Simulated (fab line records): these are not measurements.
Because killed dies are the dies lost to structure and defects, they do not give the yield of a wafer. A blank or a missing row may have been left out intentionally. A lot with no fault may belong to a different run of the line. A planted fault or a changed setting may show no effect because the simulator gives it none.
Problem report, 8D (eight disciplines) form, completed by code / flow rit cmos / the parts of the form that need people (team, actions taken, sign-off) are left out

== 1. PROBLEM STATEMENT ==
RIT_M1_PROBE_99, killed at front end: mean 37 on 3 wafers (1 lot); fault-free wafers 7, standard deviation 3.1. That puts it +9.6 standard deviations away from the usual mean.
Seen first at day 5 08:46 on prober-02, wafer L171.1. Wafers with a number at this step in the record: 15, from 5 lots. Rule for "out" (also "out of limits"): further than 4 standard deviations from the usual mean. The other wafers with a number count as sound.

== 2. WHAT THIS IS AND IS NOT ==
question=which readings at this step | is=killed at front end, killed dies | is not=killed_at_M0_to_M3, killed short
question=which lots | is=L171 | is not=L174, L176, L183, L187
question=which wafers of those lots | is=all that have a number | is not=-
question=read on which tools | is=prober-02 | is not=prober-01
question=when | is=from day 5 08:46 | is not=up to then (0 sound wafers); but 12 sound wafers of L174, L176, L183, L187 came after

== 3. THE SUSPECTS, EACH WITH WHAT RULES IT OUT ==
Counting: a tool at a process step up to the reading stays a suspect if it ran every lot that is out and no sound lot after the first of them.
- plasma asher-01 at RIT_NRETRO_STRIP_09 (strips in O2, time 180 s): ruled out as a lasting fault. Following L171 (day 4 01:11), the first lot on it that is out, the sound lots L187 were run on it.
- wet bench-04 at RIT_GATE_CLEAN_01 (cleans in SC1, time 600 s): kept. It ran the lot that is out, L171 (day 4 03:08), and no sound lot after that.
- prober-02 at RIT_M1_PROBE_99: ruled out as a lasting fault. Following L171 (day 5 08:46), the first lot on it that is out, the sound lots L183, L187 were run on it.
Left after counting: wet bench-04 at RIT_GATE_CLEAN_01.

== 4. THE CAUSE (what the simulator had put in) ==
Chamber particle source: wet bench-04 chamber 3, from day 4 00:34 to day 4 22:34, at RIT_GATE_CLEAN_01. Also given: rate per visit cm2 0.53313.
Only this tool survived the counting.

== 5. THE CHAIN OF EFFECTS, in route order ==
One row per reading whose mean, taken over the struck wafers that have a number, lies over 3 standard deviations from the usual. Only readings for which the record gives a usual standard deviation are gone through. hours: the time from each lot's start at the first step in this table that gives one to its start at this step, as a median over the lots. sigmas: the change in usual standard deviations.
hours=0; step=RIT_M1_PROBE_99; reading=killed at front end; usual=7; on struck wafers=37; change=+30; sigmas=+9.6
hours=0; step=RIT_M1_PROBE_99; reading=killed dies; usual=7; on struck wafers=37; change=+30; sigmas=+9.8
Its process steps:
- RIT_M1_PROBE_99

== 6. HOW IT WOULD HAVE BEEN CAUGHT EARLIER ==
First out-of-limits reading in this record: day 5 08:46, which is 32 hours after fault onset at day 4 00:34.
By day 5 08:46, every lot that is out (1) had started RIT_GATE_CLEAN_01 on wet bench-04. Holding the tool at that point would not have protected any of them.
